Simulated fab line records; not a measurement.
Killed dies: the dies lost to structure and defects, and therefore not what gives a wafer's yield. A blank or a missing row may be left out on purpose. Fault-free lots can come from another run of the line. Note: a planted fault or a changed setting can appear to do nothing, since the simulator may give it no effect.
Which tool did it?	flow berkeley-cmos170	15 lots with 45 wafers sampled at 5 steps, on a route of 331 steps

## WHAT THE GAUGES READ, wafer by wafer
UCB170_FIELD_THK_MEAS_02. Usual: FIELD_OXIDE_THK 560 nm, standard deviation 9.4.
lot	measured	on	FIELD_OXIDE_THK (nm)	flag
L169	day 5 10:21	film-metro-01	558 555 564	
L170	day 5 18:01	film-metro-03	572 577 561	
L171	day 6 03:12	film-metro-01	555 551 556	
L172	day 6 03:13	film-metro-03	550 550 556	
L173	day 6 16:56	film-metro-04	555 566 551	
L174	day 6 16:56	film-metro-03	567 559 556	
L175	day 7 04:11	film-metro-03	549 545 545	
L177	day 7 09:36	film-metro-03	543 538 549	
L182	day 8 11:56	film-metro-01	555 563 554	
L184	day 9 04:03	film-metro-01	559 551 554	
L185	day 9 04:03	film-metro-03	567 566 570	
L186	day 9 09:38	film-metro-03	565 568 572	
L187	day 9 09:38	film-metro-04	561 557 569	
L189	day 9 17:33	film-metro-01	534 540 545	
L190	day 9 17:34	film-metro-04	561 559 570	

UCB170_NVT_TW_MEAS_09. Usual: NVT_TW 518, standard deviation 5.2.
lot	measured	on	NVT_TW	flag
L169	day 6 16:33	film-metro-04	519 516 515	
L170	day 7 06:38	film-metro-01	514 516 511	
L171	day 7 12:40	film-metro-01	511 510 511	
L172	day 7 12:26	film-metro-04	521 520 520	
L173	day 7 22:07	film-metro-04	517 519 518	
L174	day 7 21:51	film-metro-02	522 521 522	
L175	day 8 14:20	film-metro-01	511 510 510	
L177	day 8 13:59	film-metro-01	509 509 508	
L182	day 9 19:01	film-metro-04	525 524 522	
L184	day 10 07:53	film-metro-01	516 515 513	
L185	day 10 07:37	film-metro-02	523 525 522	
L186	day 10 07:56	film-metro-01	517 514 515	
L187	day 10 07:17	film-metro-01	517 515 515	
L189	day 10 19:01	film-metro-04	520 522 525	
L190	day 10 19:13	film-metro-01	514 515 515	

UCB170_NLDD_CD_MEAS_06 targets a cd of 1200 nm. Usual: cd-nm 1200.0 nm, standard deviation 1.3.
lot	measured	on	cd-nm (nm)	flag
L169	day 7 18:06	cd-sem-02	1201.6 1200.7 1200.4	
L170	day 8 06:23	cd-sem-02	1198.9 1198.5 1198.8	
L171	day 8 07:13	cd-sem-02	1199.7 1200.8 1200.5	
L172	day 8 07:00	cd-sem-02	1199.3 1198.0 1198.2	
L173	day 8 22:17	cd-sem-02	1199.6 1199.0 1198.7	
L174	day 8 21:34	cd-sem-01	1200.6 1199.4 1199.1	
L175	day 9 08:11	cd-sem-02	1200.0 1200.1 1200.0	
L177	day 9 07:27	cd-sem-02	1201.0 1201.8 1200.5	
L182	day 10 15:54	cd-sem-02	1201.7 1202.9 1201.6	
L184	day 11 04:44	cd-sem-02	1201.7 1200.2 1201.5	
L185	day 11 03:56	cd-sem-02	1200.9 1200.8 1200.0	
L186	day 11 05:43	cd-sem-02	1200.0 1199.7 1198.9	
L187	day 11 05:14	cd-sem-02	1202.3 1202.7 1202.6	
L189	day 11 20:13	cd-sem-01	1198.4 1197.8 1199.2	
L190	day 11 20:22	cd-sem-01	1198.5 1200.0 1200.5	

UCB170_SDANNEAL_RS_MEAS_04: the measuring method here is four-point-probe. Usual: PLDD_RS 1032.8 ohm/sq, standard deviation 2.7.
lot	measured	on	PLDD_RS (ohm/sq)	flag
L169	day 8 06:55	film-metro-01	1033.7 1031.8 1034.3	
L170	day 8 19:21	film-metro-02	1035.7 1032.8 1032.3	
L171	day 8 20:38	film-metro-03	1031.4 1028.8 1027.5	
L172	day 8 20:13	film-metro-02	1034.4 1035.0 1032.5	
L173	day 9 09:25	film-metro-02	1034.1 1032.5 1035.3	
L174	day 9 10:01	film-metro-02	1030.4 1030.6 1030.8	
L175	day 9 20:22	film-metro-01	1030.0 1027.4 1029.6	
L177	day 9 20:04	film-metro-02	1034.0 1035.9 1032.0	
L182	day 11 04:02	film-metro-02	1029.4 1031.4 1032.5	
L184	day 11 16:28	film-metro-01	1022.0 1022.5 1022.3	OFF
L185	day 11 16:05	film-metro-03	1020.6 1023.7 1021.8	OFF
L186	day 11 16:52	film-metro-02	1022.1 1021.4 1021.7	OFF
L187	day 11 16:52	film-metro-03	1032.0 1033.8 1033.2	
L189	day 12 08:54	film-metro-02	1036.7 1035.8 1034.2	
L190	day 12 10:06	film-metro-02	1035.5 1034.2 1037.0	

## EACH LOT AND THE TOOL THAT RAN IT (in order: tool; ch and the chambers of the sampled wafers; start)
lot	UCB170_PLDD_IMPLANT_08
L169	implanter-03 ch 0, day 7 16:04
L170	implanter-03 ch 0, day 8 04:46
L171	implanter-03 ch 0, day 8 05:19
L172	implanter-04 ch 0, day 8 05:14
L173	implanter-04 ch 0, day 8 20:37
L174	implanter-04 ch 0, day 8 19:54
L175	implanter-04 ch 0, day 9 06:14
L177	implanter-02 ch 0, day 9 05:58
L182	implanter-04 ch 0, day 10 13:50
L184	implanter-04 ch 0, day 11 03:08
L185	implanter-04 ch 0, day 11 02:26
L186	implanter-04 ch 0, day 11 03:35
L187	implanter-02 ch 0, day 11 03:34
L189	implanter-02 ch 0, day 11 18:02
L190	implanter-02 ch 0, day 11 18:21
- UCB170_PLDD_IMPLANT_08

## WHAT THE TOOLS THEMSELVES READ (means of the sampled wafers that have a number; where no wafer has one, the mark that the record gives instead)
UCB170_PLDD_IMPLANT_08. Usual: dose-ions-cm2 5e+13, standard deviation 4.8e+10; rotation-deg -0.003 degrees, standard deviation 0.019.
lot	tool	dose-ions-cm2	rotation-deg (degrees)	flag
L169	implanter-03	5e+13	0.030	
L170	implanter-03	5e+13	-0.028	
L171	implanter-03	5e+13	0.027	
L172	implanter-04	5e+13	-0.021	
L173	implanter-04	5e+13	0.001	
L174	implanter-04	5e+13	0.003	
L175	implanter-04	5e+13	-0.009	
L177	implanter-02	5e+13	0.006	
L182	implanter-04	5e+13	-0.017	
L184	implanter-04	5e+13	0.005	
L185	implanter-04	5e+13	-0.008	
L186	implanter-04	5e+13	-0.009	
L187	implanter-02	5e+13	0.007	
L189	implanter-02	5e+13	0.008	
L190	implanter-02	5e+13	-0.009	

## THE ANSWER, worked out from the rows above alone
Rule: a lot is off if the mean of its wafers that have a number lies more than 3 standard deviations from the usual mean. Also off: a lot with no number at a reading for which 4 or more lots have one. All remaining lots with rows at the step are treated as sound. Order of review: gauges by route order, followed by the tools' own readings, for which a lot's mean as printed above is used. At the first step where some lot is off, the reading lying furthest off is the one used; lots without a number count as furthest.
Off: at UCB170_SDANNEAL_RS_MEAS_04 (PLDD_RS), L184, L185, L186.
If a tool, at a process step before that reading, ran all the lots that are off and no sound lot after the first of them, it fits. Gauges at UCB170_SDANNEAL_RS_MEAS_04: tried the same way as those tools. One candidate fits, namely implanter-04 at UCB170_PLDD_IMPLANT_08. A fault onset in the window from L182 (day 10 13:50, its last sound lot) to L185 (day 11 02:26, its first lot off) fits.

## WHAT THE SIMULATOR PUT IN
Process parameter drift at UCB170_PLDD_IMPLANT_08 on implanter-04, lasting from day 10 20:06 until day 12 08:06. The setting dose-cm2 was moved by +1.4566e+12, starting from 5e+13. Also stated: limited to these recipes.
Struck lots among those shown: L184, L185, L186. This agrees with what the rule above found.
